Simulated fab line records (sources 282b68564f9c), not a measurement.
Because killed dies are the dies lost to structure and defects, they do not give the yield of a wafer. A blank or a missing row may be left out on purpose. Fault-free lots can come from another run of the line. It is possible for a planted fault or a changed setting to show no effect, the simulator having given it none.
Commonality check across tools -- flow ritCmos -- Sampled: 14 lots, 42 wafers

REASON IT WAS OPENED
At RIT_CONTACT_THK_MEAS_01 the reading CONTACT_TEOS_THK is flagged on 2 of 14 lots. No-fault wafers: 400 nm, standard deviation 4.6.
Rule: flag the lot when none of its wafers has a number, or when each of its wafers that has one lies beyond 4 standard deviations from that mean. All remaining lots are regarded as sound.

lot,measured,on,"CONTACT_TEOS_THK (nm), wafer by wafer",flag
L544,day 3 06:55,filmMetro-03,402 409 404,
L545,day 3 13:22,filmMetro-04,392 401 407,
L546,day 3 18:16,filmMetro-04,404 404 407,
L547,day 4 00:02,filmMetro-04,390 398 393,
L548,day 4 04:41,filmMetro-04,398 396 403,
L551,day 4 19:23,filmMetro-02,388 393 400,
L552,day 4 23:59,filmMetro-02,398 400 403,
L553,day 5 04:32,filmMetro-03,402 406 402,
L554,day 5 09:19,filmMetro-02,394 397 404,
L559,day 6 10:43,filmMetro-02,466 469 473,FLAGGED
L562,day 7 07:22,filmMetro-04,466 465 473,FLAGGED
L563,day 7 12:41,filmMetro-02,396 401 401,
L564,day 7 15:03,filmMetro-02,399 404 408,
L566,day 8 00:08,filmMetro-04,400 399 406,
Average over the flagged lots: 469 nm; offset from the usual +69 nm, equal to +15 standard deviations.

EACH LOT AND THE TOOL IT RAN ON
4 process steps preceding the reading are held in the record, out of 202 steps in the route. Every cell lists first the tool, next ch and the chambers used by the sampled wafers, and last the start.
lot,flag,RIT_NRETRO_STRIP_09,RIT_NSD_STRIP_09,RIT_SILICIDE_RTA_06,RIT_CONTACT_CVD_00
L544,,"plasmaAsher-04 ch 0,1, day 2 10:20","plasmaAsher-01 ch 0,1, day 3 03:41","rtpAnneal-02 ch 0, day 3 06:48","pecvd-04 ch 0,2, day 3 06:51"
L545,,"plasmaAsher-03 ch 0,1, day 2 16:09","plasmaAsher-02 ch 0,1, day 3 10:05","rtpAnneal-01 ch 0, day 3 13:14","pecvd-03 ch 1,2, day 3 13:19"
L546,,"plasmaAsher-02 ch 0,1, day 2 21:04","plasmaAsher-02 ch 1, day 3 15:01","rtpAnneal-02 ch 0, day 3 18:08","pecvd-02 ch 0,1,2, day 3 18:13"
L547,,"plasmaAsher-02 ch 0,1, day 3 02:04","plasmaAsher-04 ch 0,1, day 3 20:46","rtpAnneal-01 ch 0, day 3 23:55","pecvd-04 ch 0,2, day 3 23:58"
L548,,"plasmaAsher-02 ch 0,1, day 3 07:09","plasmaAsher-02 ch 0,1, day 4 01:35","rtpAnneal-02 ch 0, day 4 04:34","pecvd-03 ch 0,1, day 4 04:37"
L551,,"plasmaAsher-03 ch 0,1, day 3 21:54","plasmaAsher-02 ch 0,1, day 4 16:07","rtpAnneal-01 ch 0, day 4 19:16","pecvd-03 ch 0,2, day 4 19:19"
L552,,"plasmaAsher-02 ch 0,1, day 4 03:38","plasmaAsher-02 ch 0,1, day 4 20:49","rtpAnneal-02 ch 0, day 4 23:52","pecvd-02 ch 1,2, day 4 23:56"
L553,,"plasmaAsher-03 ch 0,1, day 4 08:04","plasmaAsher-04 ch 0,1, day 5 01:16","rtpAnneal-01 ch 0, day 5 04:25","pecvd-04 ch 0,2, day 5 04:28"
L554,,"plasmaAsher-04 ch 0,1, day 4 12:53","plasmaAsher-01 ch 0,1, day 5 06:08","rtpAnneal-02 ch 0, day 5 09:11","pecvd-03 ch 0,1, day 5 09:16"
L559,FLAGGED,"plasmaAsher-04 ch 0,1, day 5 13:31","plasmaAsher-01 ch 0,1, day 6 07:35","rtpAnneal-01 ch 0, day 6 10:36","pecvd-04 ch 0,2, day 6 10:40"
L562,FLAGGED,"plasmaAsher-02 ch 0,1, day 6 07:15","plasmaAsher-02 ch 0,1, day 7 04:06","rtpAnneal-02 ch 0, day 7 07:16","pecvd-04 ch 0,1,2, day 7 07:19"
L563,,"plasmaAsher-04 ch 0,1, day 6 12:33","plasmaAsher-02 ch 0,1, day 7 09:23","rtpAnneal-01 ch 0, day 7 12:34","pecvd-03 ch 0,2, day 7 12:37"
L564,,"plasmaAsher-04 ch 0,1, day 6 17:21","plasmaAsher-02 ch 0,1, day 7 11:55","rtpAnneal-01 ch 0, day 7 14:56","pecvd-02 ch 1,2, day 7 14:59"
L566,,"plasmaAsher-03 ch 0,1, day 7 02:47","plasmaAsher-02 ch 0,1, day 7 20:59","rtpAnneal-01 ch 0, day 8 00:01","pecvd-03 ch 0,1,2, day 8 00:05"
These steps, and what they do:
- RIT_NRETRO_STRIP_09: strips in O2, time 180 s.
- RIT_NSD_STRIP_09: strips in O2, time 180 s.
- RIT_SILICIDE_RTA_06: time 10 s, ramp up 5 s, ramp down 10 s.
- RIT_CONTACT_CVD_00: deposits SiO2 from TEOS, target thk 400 nm, time 61 s.
- RIT_CONTACT_THK_MEAS_01

FLAGGED OVER TOTAL, TOOL BY TOOL (the gauges that took the reading come last)
step,tool,lots run,flagged,share of the flagged lots,sound lots run after its first flagged lot
RIT_NRETRO_STRIP_09,plasmaAsher-02,5,1,some,0
RIT_NRETRO_STRIP_09,plasmaAsher-03,4,0,none,-
RIT_NRETRO_STRIP_09,plasmaAsher-04,5,1,some,"2 (L563,L564)"
RIT_NSD_STRIP_09,plasmaAsher-01,3,1,some,0
RIT_NSD_STRIP_09,plasmaAsher-02,9,1,some,"3 (L563,L564,L566)"
RIT_NSD_STRIP_09,plasmaAsher-04,2,0,none,-
RIT_SILICIDE_RTA_06,rtpAnneal-01,8,1,some,"3 (L563,L564,L566)"
RIT_SILICIDE_RTA_06,rtpAnneal-02,6,1,some,0
RIT_CONTACT_CVD_00,pecvd-02,3,0,none,-
RIT_CONTACT_CVD_00,pecvd-03,6,0,none,-
RIT_CONTACT_CVD_00,pecvd-04,5,2,all,0
RIT_CONTACT_THK_MEAS_01,filmMetro-02,6,1,some,"2 (L563,L564)"
RIT_CONTACT_THK_MEAS_01,filmMetro-03,2,0,none,-
RIT_CONTACT_THK_MEAS_01,filmMetro-04,6,1,some,1 (L566)

THE TABLE: WHAT IT ALLOWS
In the table, 1 row covers all flagged lots: pecvd-04 at RIT_CONTACT_CVD_00.
- pecvd-04 at RIT_CONTACT_CVD_00 ran 5 lots, 2 of them flagged. Last sound lot L553 at day 5 04:28, first flagged lot L559 at day 6 10:40; a fault beginning in between fits. Its own readings (runLengthS) fall more than 4 standard deviations out on all wafers of the flagged lots.
What remains is a single tool, pecvd-04 at RIT_CONTACT_CVD_00.

WHAT HAD BEEN PUT IN BY THE SIMULATOR
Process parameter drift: pecvd-04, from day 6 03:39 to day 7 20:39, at RIT_CONTACT_CVD_00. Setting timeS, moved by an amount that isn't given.
Shown lots that were struck: L559, L562. This agrees with what the rule above found.
